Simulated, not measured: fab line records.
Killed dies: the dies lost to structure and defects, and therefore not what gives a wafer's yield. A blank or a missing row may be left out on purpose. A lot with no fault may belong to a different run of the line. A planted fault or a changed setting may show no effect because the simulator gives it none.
Problem report in the 8D (eight disciplines) form, filled by code | flow rit-cmos | the parts of the form that need people (team, actions taken, sign-off) are left out

## 1. WHAT IS WRONG
Mean PWELL_OVL at RIT_PWELL_OVL_MEAS_06: 239.5 nm over 12 wafers in 4 lots; fault-free wafers: -0.7 nm, standard deviation 1.2. That is +99 or more standard deviations from the usual mean.
Earliest sighting: wafer L160.1 on overlay-01 at day 3 10:57. At this step, 42 wafers from 14 lots have a number in the record. Rule for "out" (also "out of limits"): further than 4 standard deviations from the usual mean. All remaining wafers that have a number are taken as sound.

## 2. WHAT IT IS, AND WHAT IT ISN'T
question                    | is                     | is not
which readings at this step | PWELL_OVL              | -
which lots                  | L160, L161, L162, L164 | L153, L154, L155, L158, L168, L169, L170, L171, L173, L175
which wafers of those lots  | all that have a number | -
read on which gauges        | overlay-01, overlay-02 | -
when                        | from day 3 10:57       | up to then (12 sound wafers); but 18 sound wafers of L168, L169, L170, L171, L173, L175 came after

## 3. WHAT RULES OUT EACH SUSPECT
Counting: any tool at a process step up to the reading is kept as a suspect provided that every lot that is out went through it and no sound lot did after the first of them.
- the gauge at RIT_PWELL_OVL_MEAS_06 has been ruled out. The wafers that are out were read on 2 gauges (overlay-01, overlay-02).
- iline-stepper-02 at RIT_PWELL_EXPOSE_03 (exposes mask M3, target cd 43700 nm): kept. Every lot that is out went through it, starting with L160 (day 3 10:31), and after that it ran no sound lot; the last sound lot it ran before then is L154 (day 2 03:59).
After counting, what remains is iline-stepper-02 at RIT_PWELL_EXPOSE_03.

## 4. THE CAUSE (what the simulator had put in)
Scanner matching overlay: iline-stepper-02, from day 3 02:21 on, at RIT_PWELL_EXPOSE_03. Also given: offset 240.
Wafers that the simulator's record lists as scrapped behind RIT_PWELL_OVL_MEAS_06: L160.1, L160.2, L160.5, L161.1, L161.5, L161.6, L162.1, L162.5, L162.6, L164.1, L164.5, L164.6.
After counting, this tool was the only one left.

## 5. THE CHAIN OF EFFECTS, in route order
Each row: a reading where the mean over the struck wafers with a number is more than 3 standard deviations away from the usual. Only readings for which the record gives a usual standard deviation are gone through. hours: the time from each lot's start at the first step in this table that gives one to its start at this step, as a median over the lots. sigmas: the change in usual standard deviations.
hours | step                  | reading   | usual   | on struck wafers | change | sigmas
0     | RIT_PWELL_OVL_MEAS_06 | PWELL_OVL | -0.7 nm | 239.5            | +240.2 | +99 or more

## 6. HOW IT WOULD HAVE BEEN CAUGHT EARLIER
In this record the first reading out of limits at a measuring or inspecting step was taken at day 3 10:57, 9 hours after the fault began at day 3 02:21.
L161, L162, L164, from the lots that are out (4), started RIT_PWELL_EXPOSE_03 on iline-stepper-02 later than day 3 10:57. A hold on the tool at that time would have spared those 3.
